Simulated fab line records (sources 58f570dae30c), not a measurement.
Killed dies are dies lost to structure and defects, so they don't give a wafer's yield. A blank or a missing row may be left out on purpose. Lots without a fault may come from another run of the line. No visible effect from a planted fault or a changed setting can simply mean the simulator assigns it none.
Which tool is to blame? | flow berkeley_cmos170 | Sampling: 15 lots, 45 wafers, 4 of 331 route steps

== WHAT THE GAUGES READ, wafer by wafer ==
UCB170_V2_BOW_MEAS_03. Usual: V2_BOW typically reads 35 um, with standard deviation 7.3.
lot  | measured     | on            | V2_BOW (um) | flag
L972 | day 9 07:15  | film_metro-03 | 33 20 25    |
L975 | day 9 07:44  | film_metro-03 | 23 32 18    |
L974 | day 9 10:14  | film_metro-04 | 36 40 49    |
L976 | day 9 07:35  | film_metro-04 | 43 34 45    |
L977 | day 10 13:36 | film_metro-01 | 43 26 43    |
L984 | day 11 00:38 | film_metro-03 | 27 27 35    |
L983 | day 11 02:35 | film_metro-03 | 39 43 30    |
L985 | day 11 15:32 | film_metro-03 | 28 36 28    |
L988 | day 13 03:28 | film_metro-01 | 39 34 24    |
L987 | day 13 04:07 | film_metro-01 | 30 35 36    |
L989 | day 13 04:50 | film_metro-03 | 36 42 26    |
L990 | day 13 02:31 | film_metro-03 | 37 17 25    |
L993 | day 13 13:08 | film_metro-01 | 46 56 38    |
L994 | day 13 12:55 | film_metro-01 | 28 23 24    |
L995 | day 14 00:59 | film_metro-04 | 39 34 31    |

== WHICH TOOL RAN EACH LOT (tool, then ch and the chambers of the sampled wafers, then the start) ==
lot  | UCB170_PWELL_STRIP_16               | UCB170_PVT_PEB_04                 | UCB170_M1_ETCH_11
L972 | plasma_asher-03 ch 0,1, day 3 10:59 | litho_track-01 ch 0, day 6 23:00  | rie_diel-04 ch 0,1,3, day 8 20:00
L975 | plasma_asher-04 ch 0,1, day 4 00:26 | litho_track-03 ch 0, day 7 05:06  | rie_diel-02 ch 0,1,2, day 8 19:43
L974 | plasma_asher-03 ch 0,1, day 4 00:45 | litho_track-02, day 7 06:00       | rie_diel-03 ch 0,2,3, day 8 21:33
L976 | plasma_asher-01 ch 0,1, day 4 00:58 | litho_track-01, day 7 06:00       | rie_diel-02 ch 1,3, day 8 20:16
L977 | plasma_asher-04 ch 0,1, day 4 21:26 | litho_track-01, day 8 12:32       | rie_diel-03 ch 0,1,2, day 10 06:13
L984 | plasma_asher-01 ch 0,1, day 5 18:34 | litho_track-01 ch 0, day 8 23:38  | rie_diel-04 ch 2,3, day 10 15:14
L983 | plasma_asher-03 ch 0,1, day 5 19:05 | litho_track-01 ch 0, day 9 00:54  | rie_diel-04 ch 1,2,3, day 10 15:47
L985 | plasma_asher-03 ch 0,1, day 6 15:38 | litho_track-03 ch 0, day 9 15:54  | rie_diel-03 ch 1,3, day 11 08:20
L988 | plasma_asher-01 ch 0,1, day 6 20:46 | litho_track-01 ch 0, day 10 04:59 | rie_diel-03 ch 0,1, day 12 14:29
L987 | plasma_asher-03 ch 0,1, day 6 21:19 | litho_track-02 ch 0, day 10 05:00 | rie_diel-04 ch 1,2,3, day 12 14:15
L989 | plasma_asher-01 ch 0,1, day 7 08:50 | litho_track-03 ch 0, day 10 09:48 | rie_diel-02 ch 0,1,3, day 12 14:37
L990 | plasma_asher-04 ch 0,1, day 7 09:06 | litho_track-01 ch 0, day 10 10:06 | rie_diel-02 ch 0,1,3, day 12 14:01
L993 | plasma_asher-01 ch 0,1, day 7 20:41 | litho_track-01 ch 0, day 10 18:53 | rie_diel-03 ch 0,1,2, day 12 23:02
L994 | plasma_asher-03 ch 0,1, day 7 20:46 | litho_track-01 ch 0, day 10 19:38 | rie_diel-03 ch 0,1,2, day 12 22:43
L995 | plasma_asher-04 ch 0,1, day 8 05:32 | litho_track-02 ch 0, day 11 06:16 | rie_diel-02 ch 0,1,3, day 13 14:34
- UCB170_PWELL_STRIP_16: strips in O2.
- UCB170_PVT_PEB_04
- UCB170_M1_ETCH_11: etches BARC in N2/H2.

== WHAT THE TOOLS THEMSELVES READ (means of the sampled wafers that have a number; where no wafer has one, the mark that the record gives instead) ==
UCB170_PWELL_STRIP_16. Usual: drypump_motor_current_A 5.6 A, standard deviation 0.35; oes_product_au 0.721 a.u., standard deviation 0.0042; strip_time_to_endpoint_s 18.10 s, standard deviation 0.079.
lot  | tool            | drypump_motor_current_A (A) | oes_product_au (a.u.) | strip_time_to_endpoint_s (s) | flag
L972 | plasma_asher-03 | 5.6                         | 0.718                 | 18.08                        |
L975 | plasma_asher-04 | 5.2                         | 0.723                 | 18.12                        |
L974 | plasma_asher-03 | 5.6                         | 0.720                 | 18.06                        |
L976 | plasma_asher-01 | 6.0                         | 0.722                 | 18.22                        |
L977 | plasma_asher-04 | 5.2                         | 0.726                 | 18.08                        |
L984 | plasma_asher-01 | 6.0                         | 0.719                 | 18.10                        |
L983 | plasma_asher-03 | 5.7                         | 0.720                 | 18.09                        |
L985 | plasma_asher-03 | 5.8                         | 0.722                 | 18.05                        |
L988 | plasma_asher-01 | 6.0                         | 0.725                 | 18.12                        |
L987 | plasma_asher-03 | 5.7                         | 0.725                 | 17.99                        |
L989 | plasma_asher-01 | 5.9                         | 0.725                 | 18.07                        |
L990 | plasma_asher-04 | 5.2                         | 0.718                 | 18.06                        |
L993 | plasma_asher-01 | 5.9                         | 0.716                 | 18.02                        |
L994 | plasma_asher-03 | 5.8                         | 0.724                 | 18.14                        |
L995 | plasma_asher-04 | 5.3                         | 0.721                 | 18.04                        |

UCB170_PVT_PEB_04. Usual: chill_plate_temp_C 23.02 C, standard deviation 0.11; exhaust_pa 44.8 Pa, standard deviation 0.84; plate_temp_C 130.00 C, standard deviation 0.15.
lot  | tool           | chill_plate_temp_C (C) | exhaust_pa (Pa) | plate_temp_C (C) | flag
L972 | litho_track-01 | 23.16                  | 44.2            | 130.13           |
L975 | litho_track-03 | 22.98                  | 44.3            | 129.87           |
L974 | litho_track-02 | -                      | -               | -                | OFF
L976 | litho_track-01 | -                      | -               | -                | OFF
L977 | litho_track-01 | -                      | -               | -                | OFF
L984 | litho_track-01 | 23.04                  | 44.6            | 130.08           |
L983 | litho_track-01 | 23.17                  | 44.8            | 130.11           |
L985 | litho_track-03 | 23.05                  | 44.6            | 130.12           |
L988 | litho_track-01 | 23.18                  | 45.2            | 129.90           |
L987 | litho_track-02 | 22.95                  | 45.1            | 130.04           |
L989 | litho_track-03 | 23.03                  | 45.0            | 130.03           |
L990 | litho_track-01 | 22.96                  | 45.4            | 129.91           |
L993 | litho_track-01 | 22.86                  | 44.7            | 130.02           |
L994 | litho_track-01 | 22.95                  | 45.6            | 130.06           |
L995 | litho_track-02 | 23.13                  | 44.5            | 129.98           |

UCB170_M1_ETCH_11. Usual: drypump_motor_current_A 6.0 A, standard deviation 0.55; n2_flow_sccm 99.99 sccm, standard deviation 0.28; oes_product_au 1.007 a.u., standard deviation 0.022; throttle_valve_pct 13.26 %, standard deviation 0.17.
lot  | tool        | drypump_motor_current_A (A) | n2_flow_sccm (sccm) | oes_product_au (a.u.) | throttle_valve_pct (%) | flag
L972 | rie_diel-04 | 5.5                         | 99.97               | 1.013                 | 13.23                  |
L975 | rie_diel-02 | 6.2                         | 100.01              | 1.010                 | 13.40                  |
L974 | rie_diel-03 | 5.9                         | 99.87               | 0.994                 | 13.10                  |
L976 | rie_diel-02 | 6.6                         | 99.91               | 0.981                 | 13.26                  |
L977 | rie_diel-03 | 5.5                         | 100.07              | 0.995                 | 13.18                  |
L984 | rie_diel-04 | 5.8                         | 100.03              | 1.021                 | 13.20                  |
L983 | rie_diel-04 | 5.8                         | 100.23              | 1.026                 | 13.26                  |
L985 | rie_diel-03 | 6.0                         | 99.65               | 1.007                 | 13.31                  |
L988 | rie_diel-03 | 5.5                         | 100.19              | 0.990                 | 13.33                  |
L987 | rie_diel-04 | 5.8                         | 100.22              | 1.028                 | 13.25                  |
L989 | rie_diel-02 | 6.3                         | 100.00              | 1.001                 | 13.29                  |
L990 | rie_diel-02 | 6.3                         | 100.01              | 1.011                 | 13.30                  |
L993 | rie_diel-03 | 5.5                         | 99.76               | 0.995                 | 13.20                  |
L994 | rie_diel-03 | 5.5                         | 100.01              | 0.998                 | 13.19                  |
L995 | rie_diel-02 | 6.3                         | 100.02              | 1.007                 | 13.30                  |

== THE ANSWER, worked out from the rows above alone ==
Rule: a lot counts as off when the mean over its wafers that have a number is more than 3 standard deviations away from the usual mean. A lot without any number at a reading at which 4 lots or more have one is off too. The other lots that the step has rows for count as sound. First the gauges in route order, then the tools' own readings, where a lot's mean is used as printed above. At the first step where some lot is off, the reading lying furthest off is the one used; lots without a number count as furthest.
Off, at UCB170_PVT_PEB_04 on chill_plate_temp_C: L974, L976, L977. Without a number there: L974, L976, L977.
If a tool, at that step or one of the process steps before it, ran each lot that is off and ran no sound lot following the first of them, it fits. None of those tried fits.

== WHAT THE SIMULATOR HAD INSERTED ==
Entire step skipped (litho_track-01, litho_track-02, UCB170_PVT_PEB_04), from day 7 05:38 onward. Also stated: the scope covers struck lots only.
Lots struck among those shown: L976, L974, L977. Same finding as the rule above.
